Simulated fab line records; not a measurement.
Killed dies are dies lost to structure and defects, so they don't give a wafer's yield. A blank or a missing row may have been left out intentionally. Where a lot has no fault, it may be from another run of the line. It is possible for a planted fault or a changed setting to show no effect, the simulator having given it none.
fab line records | flow ritCmos
record lots=14 | wafers=42 | lastDay=7
route steps=202 shown CONTACT@171
lots that met no fault: from a run of the same line without faults
startH: the number of hours between the record's first day and the start of the first shown wafer of the lot | waitH: hours elapsed since this lot's preceding step | " the same as in the row above | L1.1+2: several wafers, shown together as one row | - no value present, or no start provided | * or withheld: withheld | < > ~ a bound
route shown NAME@n: NAME is a module with steps in the file, n the number in the route of the first one | usual: mean/standard deviation of fault-free wafers | same: alike in all rows | chamber/n: place in a boat | sites: each site's reading | _std_site: the standard deviation of these | _edge_site: mean of outer sites minus mean of inner sites | radiusMm: for every site, how far away it sits from the centre of the wafer | mask NAME#n: copy n | behind: the tool/chamber that last shaped the wafer | hold: cause of the lot's hold/its duration in hours/its outcome | device: the n, p or np transistor that did not switch | end of line: tests of these same wafers at the route's end | a step given without rows: its recipe and nothing more | killed: the dies lost at the first sort to structure and to defects; this is not the yield of the wafer | map: a wafer's dies, x killed, . not, _ none there
set.NAME: the run value of the setting; set.NAME@STEP: its run value at that earlier step | model.NAME: the simulator's own value behind a step, which no gauge read
the route's steps for a sample of lots (tables are steps, rows are wafers)
## steps
# step RIT_CONTACT_COAT_03
# recipe resist=NOVOLAK | spinRpm=3250 | resistThkNm=1000
# usual chillPlateTempC=23.00/0.097 | spinSpeedRpm=3250.4/2.2
lot.wafer | tool          | chamber | startH | waitH | chillPlateTempC | spinSpeedRpm
L778.4    | lithoTrack-03 | 0       | 53.17  | 0.1   | 23.25           | 3247.4
L778.5    | "             | 0       | "      | "     | 22.99           | 3250.3
L778.6    | "             | 0       | "      | "     | 23.11           | 3245.0
L779.2    | lithoTrack-03 | 0       | 55.98  | 0.1   | 23.14           | 3246.5
L779.3    | "             | 0       | "      | "     | 23.18           | 3251.9
L779.4    | "             | 0       | "      | "     | 23.16           | 3247.3
L780.2    | lithoTrack-03 | 0       | 61.60  | 0.1   | 22.92           | 3249.8
L780.3    | "             | 0       | "      | "     | 22.95           | 3245.3
L780.4    | "             | 0       | "      | "     | 22.96           | 3245.4
L781.4    | lithoTrack-04 | 0       | 67.67  | 0.1   | 23.02           | 3249.3
L781.5    | "             | 0       | "      | "     | 22.87           | 3251.2
L781.6    | "             | 0       | "      | "     | 23.07           | 3251.9
L784.1    | lithoTrack-03 | 0       | 83.12  | 0.1   | 23.08           | 3253.9
L784.3    | "             | 0       | "      | "     | 23.03           | 3251.1
L784.6    | "             | 0       | "      | "     | 22.89           | 3253.1
L790.2    | lithoTrack-02 | 0       | 112.14 | 0.1   | 22.91           | 3251.6
L790.3    | "             | 0       | "      | "     | 22.77           | 3247.4
L790.6    | "             | 0       | "      | "     | 22.69           | 3253.4
L793.1    | lithoTrack-04 | 0       | 127.83 | 0.1   | 22.92           | 3250.0
L793.3    | "             | 0       | "      | "     | 22.97           | 3250.1
L793.4    | "             | 0       | "      | "     | 23.00           | 3253.0
L794.2    | lithoTrack-04 | 0       | 133.18 | 0.1   | 22.88           | 3251.4
L794.5    | "             | 0       | "      | "     | 22.97           | 3252.5
L794.6    | "             | 0       | "      | "     | 22.83           | 3252.2
L796.2    | lithoTrack-04 | 0       | 141.66 | 0.1   | 23.08           | 3249.0
L796.4    | "             | 0       | "      | "     | 23.06           | 3250.3
L796.5    | "             | 0       | "      | "     | 23.15           | 3250.9
L797.3    | lithoTrack-04 | 0       | 149.77 | 0.1   | 23.09           | 3253.2
L797.4    | "             | 0       | "      | "     | 23.19           | 3252.7
L797.5    | "             | 0       | "      | "     | 22.90           | 3251.4
L798.1    | lithoTrack-02 | 0       | 152.05 | 0.1   | 23.00           | 3251.3
L798.2    | "             | 0       | "      | "     | 22.87           | 3250.0
L798.3    | "             | 0       | "      | "     | 22.99           | 3250.4
L799.2    | lithoTrack-03 | 0       | 156.17 | 0.1   | 22.97           | 3249.5
L799.4    | "             | 0       | "      | "     | 23.16           | 3252.5
L799.5    | "             | 0       | "      | "     | 23.10           | 3251.4
L800.3    | lithoTrack-04 | 0       | 161.64 | 0.1   | 22.94           | 3249.7
L800.4    | "             | 0       | "      | "     | 22.96           | 3248.2
L800.5    | "             | 0       | "      | "     | 23.13           | 3250.1
L801.3    | lithoTrack-04 | 0       | 165.40 | 0.1   | 22.82           | 3252.7
L801.4    | "             | 0       | "      | "     | 23.04           | 3252.1
L801.6    | "             | 0       | "      | "     | 22.92           | 3251.6
# step RIT_CONTACT_CD_MEAS_08
# recipe targetCdNm=1000
# usual cdNm=999.5/2.7
lot.wafer | tool     | chamber | startH | waitH | cdNm
L778.4    | cdSem-01 | -       | 54.15  | -     | 996.4
L778.5    | "        | -       | "      | "     | 1001.1
L778.6    | "        | -       | "      | "     | 996.3
L779.2    | cdSem-01 | -       | 56.92  | -     | 1002.8
L779.3    | "        | -       | "      | "     | 1003.1
L779.4    | "        | -       | "      | "     | 1002.9
L780.2    | cdSem-01 | -       | 62.54  | -     | 1148.6
L780.3    | "        | -       | "      | "     | 1150.1
L780.4    | "        | -       | "      | "     | 1150.5
L781.4    | cdSem-02 | -       | 68.47  | -     | 999.5
L781.5    | "        | -       | "      | "     | 1001.0
L781.6    | "        | -       | "      | "     | 999.5
L784.1    | cdSem-01 | -       | 84.06  | -     | 1150.0
L784.3    | "        | -       | "      | "     | 1151.9
L784.6    | "        | -       | "      | "     | 1152.7
L790.2    | cdSem-01 | -       | 112.96 | -     | 1000.5
L790.3    | "        | -       | "      | "     | 999.9
L790.6    | "        | -       | "      | "     | 1004.0
L793.1    | cdSem-02 | -       | 128.65 | -     | 1000.3
L793.3    | "        | -       | "      | "     | 999.6
L793.4    | "        | -       | "      | "     | 997.4
L794.2    | cdSem-02 | -       | 134.11 | -     | 998.5
L794.5    | "        | -       | "      | "     | 998.0
L794.6    | "        | -       | "      | "     | 997.4
L796.2    | cdSem-01 | -       | 142.61 | -     | 995.8
L796.4    | "        | -       | "      | "     | 998.0
L796.5    | "        | -       | "      | "     | 999.8
L797.3    | cdSem-02 | -       | 150.58 | -     | 998.0
L797.4    | "        | -       | "      | "     | 998.4
L797.5    | "        | -       | "      | "     | 1000.6
L798.1    | cdSem-02 | -       | 152.90 | -     | 1003.6
L798.2    | "        | -       | "      | "     | 1002.6
L798.3    | "        | -       | "      | "     | 1001.7
L799.2    | cdSem-02 | -       | 156.99 | -     | 1000.7
L799.4    | "        | -       | "      | "     | 1000.1
L799.5    | "        | -       | "      | "     | 998.8
L800.3    | cdSem-02 | -       | 162.61 | -     | 995.0
L800.4    | "        | -       | "      | "     | 996.8
L800.5    | "        | -       | "      | "     | 995.6
L801.3    | cdSem-02 | -       | 166.33 | -     | 998.9
L801.4    | "        | -       | "      | "     | 994.7
L801.6    | "        | -       | "      | "     | 997.3
## key
firstSign step=RIT_CONTACT_CD_MEAS_08 | reading=cdNm | direction=up | sigmas=57 | usual=999.5 | struck=1150.6
effect none on later readings
metAt RIT_CONTACT_COAT_03
struckLots L780,L784
sortLeftOut L780.2,L780.3,L780.4,L784.1,L784.3,L784.6
testerLeftOut L780,L784
onsetBetween 55.98 61.60
fault kind=processParameterDrift | tool=lithoTrack-03 | chamber=- | onsetH=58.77 | steps=RIT_CONTACT_COAT_03 | channel=resistThkNm | offset=-800 | shape=step | endH=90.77 | actsIn=theseRecipesOnly | stated=1000
# testerLeftOut: of these lots the tester's yield and bins aren't shown, on N5 and GAA mostly nor the transistor test; their killed dies are dies lost to structure and defects alone, not to doping, threshold or leakage, so they don't give the yield
# sortLeftOut: the simulated sort isn't trusted on such a fault, so these wafers' sort isn't shown, and their yield isn't known
